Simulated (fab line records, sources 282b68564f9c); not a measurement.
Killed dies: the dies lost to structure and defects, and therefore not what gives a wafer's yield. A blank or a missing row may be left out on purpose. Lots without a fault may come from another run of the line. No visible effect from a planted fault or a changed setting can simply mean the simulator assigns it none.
Problem report, 8D (eight disciplines) form, completed by code + flow rit_cmos + the parts of the form that need people (team, actions taken, sign-off) are left out

== 1. WHAT WENT WRONG ==
At RIT_NSD_SOFTBAKE_02, heater_power_total_W averages 33.24 W over 6 wafers from 2 lots, while fault-free wafers read 34.57 W, standard deviation 0.05. That is -27 standard deviations from the usual mean.
The step: time 60 s.
First observed at day 6 09:36: wafer L560.2, on litho_track-02. The record holds 42 wafers of 14 lots with a number at this step. By rule, "out" or "out of limits" means more than 4 standard deviations away from the usual mean. Any other wafer with a number is counted as sound.

== 2. WHAT IT IS AND WHAT IT IS NOT ==
| question                    | is                                 | is not                                                                          |
|-----------------------------|------------------------------------|---------------------------------------------------------------------------------|
| which readings at this step | heater_power_total_W, plate_temp_C | -                                                                               |
| which lots                  | L560, L561                         | L544, L545, L547, L549, L550, L552, L553, L554, L556, L564, L565, L566          |
| which wafers of those lots  | all that have a number             | -                                                                               |
| read on which tools         | litho_track-02                     | litho_track-01, litho_track-04                                                  |
| when                        | from day 6 09:36                   | up to then (27 sound wafers); but 9 sound wafers of L564, L565, L566 came after |

== 3. THE SUSPECTS, EACH WITH WHAT RULES IT OUT ==
Counting: a tool at any process step up to the reading remains a suspect when it ran all the lots that are out and ran no sound lot after the first of those.
- litho_track-02 at RIT_NSD_SOFTBAKE_02 (time 60 s): kept. It ran every lot that is out, first L560 (day 6 09:36), and no sound lot after that; its last sound lot up to then is L550 (day 4 07:22). On those wafers its own readings are out: heater_power_total_W, plate_temp_C.
The count leaves litho_track-02 at RIT_NSD_SOFTBAKE_02.

== 4. THE CAUSE (what the simulator had put in) ==
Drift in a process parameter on litho_track-02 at RIT_NSD_SOFTBAKE_02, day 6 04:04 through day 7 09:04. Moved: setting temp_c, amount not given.
Counting left only this tool.

== 5. THE CHAIN OF EFFECTS, in route order ==
Each row: a reading where the mean over the struck wafers with a number is more than 3 standard deviations away from the usual. Readings are gone through only where the record gives a usual standard deviation; hours: the median, over the lots, of the time from a lot's start at the first step in this table giving one to that lot's start at this step; sigmas: the change measured in usual standard deviations.
| hours | step                | reading              | usual   | on struck wafers | change | sigmas |
|-------|---------------------|----------------------|---------|------------------|--------|--------|
| 0     | RIT_NSD_SOFTBAKE_02 | heater_power_total_W | 34.57 W | 33.24            | -1.33  | -27    |
| 0     | RIT_NSD_SOFTBAKE_02 | plate_temp_C         | 89.99 C | 87.44            | -2.55  | -21    |
It contains these process steps:
- RIT_NSD_SOFTBAKE_02: time 60 s.

== 6. WHAT WOULD HAVE CAUGHT IT SOONER ==
First out-of-limits reading in this record: day 6 09:36, which is 6 hours after fault onset at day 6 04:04.
